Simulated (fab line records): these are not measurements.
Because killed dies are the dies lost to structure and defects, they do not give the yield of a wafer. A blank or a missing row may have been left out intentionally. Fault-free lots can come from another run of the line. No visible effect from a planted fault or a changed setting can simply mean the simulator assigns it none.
Problem report in the 8D (eight disciplines) form, filled by code || flow berkeleyCmos170 || the parts of the form that need people (team, actions taken, sign-off) are left out

== 1. THE PROBLEM ==
SPACER_TEOS_THK at UCB170_SPACER_THK_MEAS_01 reads a mean of 341 nm on 6 wafers of 2 lots; wafers without a fault read 375 nm with a standard deviation of 4.7. Relative to the usual mean, that is a shift of -7.2 standard deviations.
Earliest sighting: wafer L645.2 on filmMetro-03 at day 9 23:37. The record holds 42 wafers of 14 lots with a number at this step. Rule for "out", or "out of limits": more than 4 standard deviations from the usual mean. The rest of the wafers with a number are treated as sound.

== 2. WHAT IT IS, WHAT IT ISN'T ==
{"question": "which readings at this step", "is": "SPACER_TEOS_THK", "is not": "-"}
{"question": "which lots", "is": "L645, L649", "is not": "L634, L637, L638, L640, L641, L642, L650, L652, L653, L654, L655, L657"}
{"question": "which wafers of those lots", "is": "all that have a number", "is not": "-"}
{"question": "read on which gauges", "is": "filmMetro-02, filmMetro-03", "is not": "filmMetro-04"}
{"question": "when", "is": "from day 9 23:37", "is not": "up to then (18 sound wafers); but 18 sound wafers of L650, L652, L653, L654, L655, L657 came after"}

== 3. THE SUSPECTS, EACH WITH WHAT RULES IT OUT ==
Counting: a tool at a process step up to the reading stays a suspect if it ran every lot that is out and no sound lot after the first of them.
- ruled out: the gauge at UCB170_SPACER_THK_MEAS_01. The wafers that are out were read on 2 gauges (filmMetro-02, filmMetro-03).
- pecvd-01 at UCB170_SPACER_CVD_00 (deposits SiO2 from TEOS/O2, target thk 376 nm, time 47 s): kept. Every lot that is out went through it, starting with L645 (day 9 23:34), and after that it ran no sound lot; the last sound lot it ran before then is L641 (day 8 12:32). Its own readings are out on those wafers: runLengthS.
After counting, what remains is pecvd-01 at UCB170_SPACER_CVD_00.

== 4. THE CAUSE (what the simulator had put in) ==
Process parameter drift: pecvd-01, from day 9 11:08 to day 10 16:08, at UCB170_SPACER_CVD_00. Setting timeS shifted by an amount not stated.
The count eliminated every tool but this one.

== 5. THE EFFECT CHAIN, in route order ==
Rows list readings where the struck wafers' mean (over those with a number) sits beyond 3 standard deviations from the usual. Only readings whose record carries a usual standard deviation are examined. hours: median over the lots of the time between each lot's start at the first step of this table that gives one and its start at this step. sigmas: the change, counted in usual standard deviations.
{"hours": 0, "step": "UCB170_SPACER_CVD_00", "reading": "runLengthS", "usual": "74.8 s", "on struck wafers": 70.5, "change": -4.3, "sigmas": -7.2}
{"hours": 0, "step": "UCB170_SPACER_THK_MEAS_01", "reading": "SPACER_TEOS_THK", "usual": "375 nm", "on struck wafers": 341, "change": -34, "sigmas": -7.2}
{"hours": 6, "step": "UCB170_SPACER_ETCHBACK_03", "reading": "oesProductAu", "usual": "0.890 a.u.", "on struck wafers": 0.826, "change": -0.064, "sigmas": -4.5}
Here are the process steps it includes:
- UCB170_SPACER_CVD_00: deposits SiO2 from TEOS/O2, target thk 376 nm, time 47 s.
- UCB170_SPACER_ETCHBACK_03: etches SiO2 in CHF3/CF4/Ar, stops on Si, target depth 376 nm, time 100 s.
Later steps that measure or inspect, where all struck wafers having a row at the step show a number for every such reading and not one has moved that far: UCB170_V2_THK_MEAS_01.

== 6. WHAT WOULD HAVE CAUGHT IT SOONER ==
Counted from the fault's start at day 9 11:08, it took 12 hours until the first out-of-limits reading at a measuring or inspecting step in this record, taken at day 9 23:37.
The tool's own readings at UCB170_SPACER_CVD_00 were out on every struck wafer that the step has a row for (runLengthS): an alarm limit on them would have fired on the first of those.
L649, from the lots that are out (2), started UCB170_SPACER_CVD_00 on pecvd-01 later than day 9 23:37. Had the tool been put on hold then, it would have been spared.
